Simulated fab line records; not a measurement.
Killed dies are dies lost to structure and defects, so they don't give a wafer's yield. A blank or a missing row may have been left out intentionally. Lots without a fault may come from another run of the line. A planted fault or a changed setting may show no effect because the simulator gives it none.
A lot that was struck, set against a sound lot | flow rit cmos | 43 steps out of a route of 202
Sound: these wafers, L741.4, L741.5, L741.6. Wafers L751.2, L751.4, L751.6 were the ones struck. The cause is named last.
At each step with rows: each side's tool, then ch and its chambers, then its first start. Under that, the readings that differ: sound wafers | struck wafers | difference of the means | sigmas: that difference in standard deviations of wafers without a fault.
alike: same words and numbers on both sides, and readings whose means sit less than 2 such deviations apart. not compared: any withheld reading, any reading some wafer has no value for, any bound like >300 that may hide the same value, and any number with overlapping values for which the record gives no deviation.
The two part at a step that has a row with sigmas, a row that says differs or no value, or rows on one side only. When numbers do not overlap yet have no deviation, they are printed without sigmas and do not part them. Lack of a reading on every wafer of one side parts them only where that side has two or more wafers.

first, 1 step without rows for these wafers: RIT_PRETRO_DEVELOP_05 (develop time 68 s).
RIT_PRETRO_OVL_MEAS_06:
  sound: overlay-02 at day 3 18:40; struck: overlay-02 at day 5 22:11
  alike: PRETRO_OVL
then, 2 steps without rows for these wafers: RIT_PRETRO_HARDBAKE_07 (time 120 s); RIT_PRETRO_IMPLANT_08.
RIT_PRETRO_STRIP_09: strips in O2, time 180 s.
  sound on plasma asher-04 ch 0,1, day 3 19:08; struck on plasma asher-04 ch 1, day 5 22:37
  alike: drypump motor current A
  not compared: rf hours counter h
RIT_PRETRO_TW_MEAS_10:
  sound: film metro-03 at day 3 19:17; struck: film metro-01 at day 5 22:48
  reading   | sound       | struck      | difference | sigmas
  PRETRO_TW | 482 483 480 | 465 465 465 | -17        | -2
then, 5 steps without rows for these wafers: RIT_GATE_WET_ETCH_00 (etches SiO2 in BOE, target depth 56 nm, time 60 s); RIT_GATE_CLEAN_01 (cleans in SC1, time 600 s); RIT_GATE_CLEAN_02 (cleans in dHF, time 30 s); RIT_GATE_CLEAN_03 (cleans in SC2, time 600 s); RIT_GATE_CLEAN_04 (cleans in dHF, time 60 s).
RIT_FOX2_THK_MEAS_91:
  sound: film metro-04 at day 3 19:46; struck: film metro-03 at day 5 23:16
  alike: FIELD_OXIDE_LEFT_2_THK
RIT_GATE_OXIDATION_05: target thk 3 nm, ox time 270 s.
  sound on furnace-04 ch 0, day 3 19:58; struck on furnace-01 ch 0, day 6 02:18
  alike: spike tc load C
then, 1 step without rows for these wafers: RIT_GATE_ANNEAL_06 (time 600 s).
RIT_GATE_THK_MEAS_07:
  sound: film metro-04 at day 3 21:19; struck: film metro-03 at day 6 04:25
  alike: GATE_OXIDE_THK
then, 1 step without rows for these wafers: RIT_GATE_CVD_08 (deposits poly-Si from SiH4, target thk 250 nm, time 2220 s).
RIT_GATE_THK_MEAS_09:
  sound: film metro-03 at day 4 00:05; struck: film metro-04 at day 6 06:14
  alike: GATE_POLY_THK
then, 6 steps without rows for these wafers: RIT_GATE_HMDS_10 (prime time 60 s); RIT_GATE_COAT_11 (resist thk 850 nm); RIT_GATE_SOFTBAKE_12 (time 59.16 s); RIT_GATE_EXPOSE_13 (exposes mask M6, target cd 150 nm); RIT_GATE_PEB_14; RIT_GATE_DEVELOP_15 (develop time 50 s).
RIT_GATE_CD_MEAS_16 targets a cd of 150 nm.
  sound: cd sem-02 at day 4 01:01; struck: cd sem-01 at day 6 07:16
  alike: cd nm
RIT_GATE_OVL_MEAS_17:
  sound: overlay-02 at day 4 01:06; struck: overlay-01 at day 6 07:22
  alike: GATE_OVL
then, 1 step without rows for these wafers: RIT_GATE_HARDBAKE_18 (time 60 s).
RIT_GATE_ETCH_19: etches poly-Si in SF6/CHF3/O2, stops on SiO2, time 165 s, target depth 312.5 nm.
  sound on rie si-01 ch 0,1,3, day 4 01:19; struck on rie si-01 ch 0,1, day 6 07:33
  alike: drypump motor current A, he backside leak sccm, oes product au, rf fwd power W, throttle valve pct
  not compared: rf hours counter h
RIT_GATE_STRIP_20: strips in O2, time 180 s.
  sound on plasma asher-03 ch 0,1, day 4 01:26; struck on plasma asher-03 ch 0,1, day 6 07:40
  alike: drypump motor current A
  not compared: rf hours counter h
RIT_GATE_CD_MEAS_90 targets a cd of 150 nm.
  sound: cd sem-02 at day 4 01:37; struck: cd sem-01 at day 6 07:52
  reading    | sound             | struck            | difference | sigmas
  cd nm (nm) | 148.4 146.8 147.3 | 152.1 152.3 151.1 | +4.3       | +2
then, 4 steps without rows for these wafers: RIT_REOX_CLEAN_00 (cleans in SC1, time 600 s); RIT_REOX_CLEAN_01 (cleans in dHF, time 30 s); RIT_REOX_CLEAN_02 (cleans in SC2, time 600 s); RIT_REOX_OXIDATION_03 (target thk 25.2 nm, ox time 5580 s).
RIT_REOX_THK_MEAS_04:
  sound: film metro-01 at day 4 04:39; struck: film metro-03 at day 6 11:32
  alike: REOX_OXIDE_THK
then, 6 steps without rows for these wafers: RIT_NLDD_HMDS_00 (prime time 60 s); RIT_NLDD_COAT_01 (resist thk 1000 nm); RIT_NLDD_SOFTBAKE_02 (time 60 s); RIT_NLDD_EXPOSE_03 (exposes mask M7, target cd 40700 nm); RIT_NLDD_PEB_04; RIT_NLDD_DEVELOP_05 (develop time 50 s).
RIT_NLDD_OVL_MEAS_06:
  sound: overlay-01 at day 4 05:40; struck: overlay-01 at day 6 12:57
  alike: NLDD_OVL
then, 1 step without rows for these wafers: RIT_NLDD_HARDBAKE_07 (time 60 s).
RIT_M1_PROBE_99:
  sound: prober-01 at day 4 21:23; struck: prober-01 at day 7 05:46
  reading             | sound  | struck                                                                     | difference                   | sigmas
  hold                | - - -  | await dispo/2.0h/release await dispo/2.0h/release await dispo/2.0h/release | no value on the sound wafers |
  killed at front end | 8 8 10 | 117 114 104                                                                | +103                         | +37
  killed dies         | 8 8 10 | 117 114 104                                                                | +103                         | +37
  killed on rim       | 1 1 2  | 29 37 31                                                                   | +31                          | +26
  alike: killed open, killed short

== WHERE THEY PART ==
First at RIT_PRETRO_TW_MEAS_10; last, within this record, at RIT_M1_PROBE_99.

WHY: what had been put in by the simulator
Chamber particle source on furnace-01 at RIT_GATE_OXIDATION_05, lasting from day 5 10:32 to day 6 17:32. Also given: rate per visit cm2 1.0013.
